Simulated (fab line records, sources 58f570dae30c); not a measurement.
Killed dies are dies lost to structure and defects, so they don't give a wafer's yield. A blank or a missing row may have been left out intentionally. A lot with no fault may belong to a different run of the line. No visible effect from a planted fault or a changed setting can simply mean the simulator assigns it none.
fab line records | flow berkeley-cmos170
[record] lots = 7 wafers = 21 last-day = 11
route steps=331 shown M3@310
lots that met no fault: from a run of the same line without faults
start-h: hours from the record's opening day to when the first of the lot's shown wafers began | wait-h: hours elapsed since this lot's preceding step | " unchanged from the row above | L1.1+2: several wafers, shown together as one row | - value missing, or start not given | * or withheld: withheld | < > ~ a bound
route shown NAME@n: NAME is a module with steps in the file, n the number in the route of the first one | usual: average and standard deviation across the fault-free wafers | same: alike in all rows | chamber/n: place in a boat | sites: each site's reading | _std_site: their standard deviation | _edge_site: inner sites' mean taken away from outer sites' mean | radius-mm: how far each site lies from the wafer's centre | mask NAME#n: copy n | behind: the tool/chamber that last shaped the wafer | hold: reason for holding the lot/hours on hold/outcome of the hold | device: the transistor (n, p or np) that didn't switch | end of line: the route-end tests of the same wafers | step lacking rows: just its recipe | killed: count of dies lost to structure and defects at first sort (not the wafer's yield) | map: a wafer's dies, marking killed ones x, the rest . and places with no die _
set.NAME: setting as actually run; set.NAME@STEP: the setting as run at that earlier step | model.NAME: the simulator's own value behind a step, which no gauge read
lots at selected steps of the route; one table per step, one row per wafer
services: when a tool's chamber went out of use (start-h, in hours from the record's first day, below 0 if earlier), for how many hours, and the reason
[[steps]]
[step UCB170_M3_SPUTTER_01]
[recipe] material = Al target-thk-nm = 900 time-s = 120 power-w = 6000 chamber-pressure-pa = 0.5
[usual] chamber-pressure-pa = 0.5000/0.00099 throttle-valve-pct = 30.0/0.98
// columns lot.wafer tool chamber start-h wait-h chamber-pressure-pa throttle-valve-pct
L252.1 pvd-sputter-04 - 179.88 0.0 0.5000 30.8
L252.3 " - " " 0.5003 28.0
L252.5 " - " " 0.4994 30.6
L254.2 pvd-sputter-03 - 198.47 0.0 0.4998 29.6
L254.3 " - " " 0.5021 30.2
L254.5 " - " " 0.5008 30.1
L255.1 pvd-sputter-04 - 199.19 0.0 0.5005 29.0
L255.2 " - " " 0.5005 31.0
L255.3 " - " " 0.5013 30.5
L257.1 pvd-sputter-02 - 201.52 0.0 0.5009 29.8
L257.3 " - " " 0.5005 30.2
L257.5 " - " " 0.5008 30.8
L258.2 pvd-sputter-04 - 205.38 0.0 0.5004 27.5
L258.4 " - " " 0.4982 29.0
L258.6 " - " " 0.4990 27.8
L265.1 pvd-sputter-02 - 242.38 0.0 0.5000 30.5
L265.2 " - " " 0.5005 31.2
L265.3 " - " " 0.5001 29.9
L269.1 pvd-sputter-04 - 256.21 0.0 0.5006 31.3
L269.2 " - " " 0.4986 30.6
L269.5 " - " " 0.4987 29.1
[step UCB170_M3_RS_MEAS_02]
[recipe] thk-meas-gauge = four-point-probe reads = Al_of_M3_SPUTTER_01
[usual] M3_AL_RS = 0.0322/0.00037
// columns lot.wafer tool chamber start-h wait-h M3_AL_RS[ohm/sq]
L252.1 film-metro-02 - 179.96 0.0 0.0326
L252.3 " - " " 0.0325
L252.5 " - " " 0.0326
L254.2 film-metro-02 - 198.57 0.1 0.0324
L254.3 " - " " 0.0327
L254.5 " - " " 0.0326
L255.1 film-metro-01 - 199.27 0.0 0.0328
L255.2 " - " " 0.0330
L255.3 " - " " 0.0327
L257.1 film-metro-02 - 201.60 0.0 0.0321
L257.3 " - " " 0.0322
L257.5 " - " " 0.0318
L258.2 film-metro-02 - 205.48 0.1 0.0326
L258.4 " - " " 0.0330
L258.6 " - " " 0.0324
L265.1 film-metro-03 - 242.53 0.1 0.0320
L265.2 " - " " 0.0318
L265.3 " - " " 0.0319
L269.1 film-metro-01 - 256.30 0.0 0.0324
L269.2 " - " " 0.0325
L269.5 " - " " 0.0324
[step UCB170_M3_THK_MEAS_03]
[recipe] thk-meas-gauge = xrf reads = Al_of_M3_SPUTTER_01
[usual] M3_AL_THK = 907/11
// columns lot.wafer tool chamber start-h wait-h M3_AL_THK[nm]
L252.1 film-metro-02 - 180.08 0.1 898
L252.3 " - " " 906
L252.5 " - " " 908
L254.2 film-metro-02 - 198.68 0.1 904
L254.3 " - " " 896
L254.5 " - " " 899
L255.1 film-metro-01 - 199.39 0.1 886
L255.2 " - " " 881
L255.3 " - " " 894
L257.1 film-metro-02 - 201.72 0.1 911
L257.3 " - " " 917
L257.5 " - " " 921
L258.2 film-metro-02 - 205.59 0.1 903
L258.4 " - " " 894
L258.6 " - " " 903
L265.1 film-metro-03 - 242.65 0.1 908
L265.2 " - " " 918
L265.3 " - " " 914
L269.1 film-metro-01 - 256.42 0.1 913
L269.2 " - " " 902
L269.5 " - " " 903
[step UCB170_M3_HMDS_04]
[recipe] prime-time-s = 60 prime-temp-c = 100
[step UCB170_M3_COAT_05]
[recipe] resist = KrF spin-rpm = 1500 resist-thk-nm = 900
[step UCB170_M3_SOFTBAKE_06]
[recipe] resist = KrF temp-c = 130 time-s = 60
[step UCB170_M3_STRIP_07]
[recipe] chemistry = O2 power-w = 400 pressure-mtorr = 3500 platen-temp-c = withheld o2-flow-sccm = 400 overash-fraction = 0.5
[usual] drypump-motor-current-A = 5.5/0.53 oes-product-au = 0.734/0.0049 strip-time-to-endpoint-s = 21.96/0.066
[same] overash-fraction = 0.5
// columns lot.wafer tool chamber start-h wait-h drypump-motor-current-A oes-product-au rf-hours-counter-h strip-time-to-endpoint-s
L252.1 plasma-asher-04 0 180.59 0.1 4.6 0.752 48 21.83
L252.3 " 0 " " 4.6 0.735 - 21.85
L252.5 " 1 " " 5.3 0.734 - 21.87
L254.2 plasma-asher-04 1 199.29 0.1 5.3 0.732 50 21.99
L254.3 " 1 " " 5.3 0.734 - 21.94
L254.5 " 0 " " 4.6 0.728 - 21.99
L255.1 plasma-asher-01 0 199.90 0.1 5.7 0.734 50 21.89
L255.2 " 1 " " 6.1 0.726 50 21.82
L255.3 " 0 " " 5.7 0.733 - 21.91
L257.1 plasma-asher-04 0 202.44 0.1 4.6 0.732 50 21.90
L257.3 " 0 " " 4.6 0.725 - 21.98
L257.5 " 0 " " 4.6 0.733 - 21.92
L258.2 plasma-asher-04 1 206.09 0.1 5.3 0.739 51 21.94
L258.4 " 1 " " 5.3 0.741 - 21.97
L258.6 " 0 " " 4.6 0.740 - 21.95
L265.1 plasma-asher-04 0 243.16 0.1 4.6 0.735 56 21.98
L265.2 " 1 " " 5.3 0.731 56 21.99
L265.3 " 0 " " 4.6 0.734 - 21.96
L269.1 plasma-asher-01 0 256.93 0.1 5.6 0.735 55 21.97
L269.2 " 1 " " 6.2 0.735 55 21.93
L269.5 " 1 " " 6.1 0.735 - 22.03
[step UCB170_M3_STRIP_08]
[recipe] chemistry = DMSO temp-c = 80 time-s = 600 material = KrF
[step UCB170_M3_COAT_09]
[recipe] resist = BARC temp-c = withheld time-s = withheld spin-rpm = 3000 resist-thk-nm = withheld
[step UCB170_M3_COAT_10]
[recipe] resist = KrF spin-rpm = 1500 resist-thk-nm = 900
[step UCB170_M3_SOFTBAKE_11]
[recipe] resist = KrF temp-c = 130 time-s = 60
[step UCB170_M3_EXPOSE_12]
[recipe] mask-id = METAL3 target-cd-nm = 700 na = 0.5 sigma-outer = 0.6 source-shape = conventional dose-mj = 26
[step UCB170_M3_PEB_13]
[recipe] peb-temp-c = 130 peb-time-s = withheld resist = KrF
[usual] chill-plate-temp-C = 22.99/0.11 exhaust-pa = 45.0/0.81
// columns lot.wafer tool chamber start-h wait-h chill-plate-temp-C exhaust-pa
L252.1 litho-track-04 0 181.90 0.1 22.78 45.0
L252.3 " 0 " " 22.83 44.1
L252.5 " 0 " " 22.91 44.5
L254.2 litho-track-01 0 200.17 0.1 23.14 45.4
L254.3 " 0 " " 23.03 45.6
L254.5 " 0 " " 22.98 45.5
L255.1 litho-track-04 - 201.25 0.4 - -
L255.2 " - " " - -
L255.3 " - " " - -
L257.1 litho-track-01 - 203.50 0.1 - -
L257.3 " - " " - -
L257.5 " - " " - -
L258.2 litho-track-04 - 207.41 0.3 - -
L258.4 " - " " - -
L258.6 " - " " - -
L265.1 litho-track-01 0 245.15 0.4 22.91 43.6
L265.2 " 0 " " 22.93 45.6
L265.3 " 0 " " 23.02 45.0
L269.1 litho-track-01 0 257.92 0.1 23.14 45.2
L269.2 " 0 " " 22.92 45.2
L269.5 " 0 " " 23.11 44.4
[step UCB170_M3_DEVELOP_14]
[recipe] developer = TMAH develop-time-s = 45 resist = KrF dev-temp-c = 21
[[services]]
// columns tool chamber start-h hours kind
plasma-asher-04 - 174.07 3.2 repair
pvd-sputter-02 - 202.37 6.6 repair
plasma-asher-01 - 203.56 14.3 repair
pvd-sputter-03 - 234.12 2.9 repair
pvd-sputter-03 - 242.17 2.7 repair
[[key]]
[first-sign] step = UCB170_M3_PEB_13 reading = tool-record direction = missing
effect none on later readings
met-at UCB170_M3_PEB_13
struck-wafers L255.1,L255.2,L255.3,L257.1,L257.3,L257.5,L258.2,L258.4,L258.6
later-rows-left-out L255.1,L255.2,L255.3,L257.1,L257.3,L257.5,L258.2,L258.4,L258.6
sort-left-out L255.1,L255.2,L255.3,L257.1,L257.3,L257.5,L258.2,L258.4,L258.6
onset-between 200.17 201.25
[fault] kind = skipped-step-whole tool = litho-track-01,litho-track-04 chamber = - onset-h = 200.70 steps = UCB170_M3_PEB_13 scope = struck-lots-only
// sort-left-out: the simulated sort isn't trusted on such a fault, so these wafers' sort isn't shown, and their yield isn't known
// later-rows-left-out: the simulator's readings of these wafers behind a module that went badly wrong aren't trusted and aren't shown, but for the sort
